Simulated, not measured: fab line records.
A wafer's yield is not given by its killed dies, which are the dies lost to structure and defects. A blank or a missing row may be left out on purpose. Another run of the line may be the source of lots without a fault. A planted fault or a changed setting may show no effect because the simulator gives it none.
What tool caused it?    flow rit_cmos    42 wafers sampled from 14 lots at 1 step of a route of 202

WHAT EACH GAUGE READ, for each wafer
Not one reading of a measure or inspect step in the record can be checked against a usual standard deviation.

WHAT TOOL EACH LOT RAN ON (gives the tool, then ch and the chambers of the sampled wafers, and finally the start)
lot   RIT_NRETRO_EXPOSE_03
L107  iline_stepper-02 ch 0, day 2 04:52
L108  iline_stepper-02 ch 0, day 2 10:41
L111  iline_stepper-01 ch 0, day 3 02:26
L115  iline_stepper-01 ch 0, day 4 00:03
L120  iline_stepper-02, day 4 21:30
L121  iline_stepper-01, day 5 05:56
L122  iline_stepper-02 ch 0, day 5 10:45
L123  iline_stepper-02 ch 0, day 5 17:01
L124  iline_stepper-01 ch 0, day 5 21:23
L125  iline_stepper-01 ch 0, day 6 00:22
L126  iline_stepper-01 ch 0, day 6 03:28
L127  iline_stepper-02 ch 0, day 6 11:14
L128  iline_stepper-02 ch 0, day 6 16:29
L129  iline_stepper-01 ch 0, day 6 22:28
- RIT_NRETRO_EXPOSE_03: exposes mask M4, target cd 43900 nm.

WHAT THE TOOLS THEMSELVES READ (means of the sampled wafers that have a number; where no wafer has one, the mark that the record gives instead)
RIT_NRETRO_EXPOSE_03. Usual: exposure_dose_mJ_cm2 249.96, standard deviation 0.23; focus_offset_nm 0.0 nm, standard deviation 0.55.
lot   tool              exposure_dose_mJ_cm2  focus_offset_nm (nm)  flag
L107  iline_stepper-02  249.49                0.4                   
L108  iline_stepper-02  250.05                -0.6                  
L111  iline_stepper-01  250.11                -0.2                  
L115  iline_stepper-01  249.65                0.1                   
L120  iline_stepper-02  -                     -                     OFF
L121  iline_stepper-01  -                     -                     OFF
L122  iline_stepper-02  249.81                0.4                   
L123  iline_stepper-02  250.06                -0.5                  
L124  iline_stepper-01  250.04                -0.2                  
L125  iline_stepper-01  250.01                0.7                   
L126  iline_stepper-01  249.94                -0.3                  
L127  iline_stepper-02  250.09                0.6                   
L128  iline_stepper-02  250.23                -0.5                  
L129  iline_stepper-01  250.05                -0.2                  

THE ANSWER, worked out from the rows above alone
Rule: lot off if the mean of its wafers having a number is beyond 3 standard deviations from the usual mean. Also off: a lot with no number at a reading for which 4 or more lots have one. Where the step has rows for the other lots, those lots are counted as sound. First the gauges in route order, then the tools' own readings, where a lot's mean is used as printed above. The first step at which some lot is off is used, and at that step the reading that is off furthest; a lot without a number counts as furthest.
Off: L120, L121, at RIT_NRETRO_EXPOSE_03 (exposure_dose_mJ_cm2). Without a number there: L120, L121.
A tool fits if, at that step or a process step before it, it ran every lot that is off, and no sound lot after the first of them. None of those tried fits.

WHAT THE SIMULATOR PUT IN
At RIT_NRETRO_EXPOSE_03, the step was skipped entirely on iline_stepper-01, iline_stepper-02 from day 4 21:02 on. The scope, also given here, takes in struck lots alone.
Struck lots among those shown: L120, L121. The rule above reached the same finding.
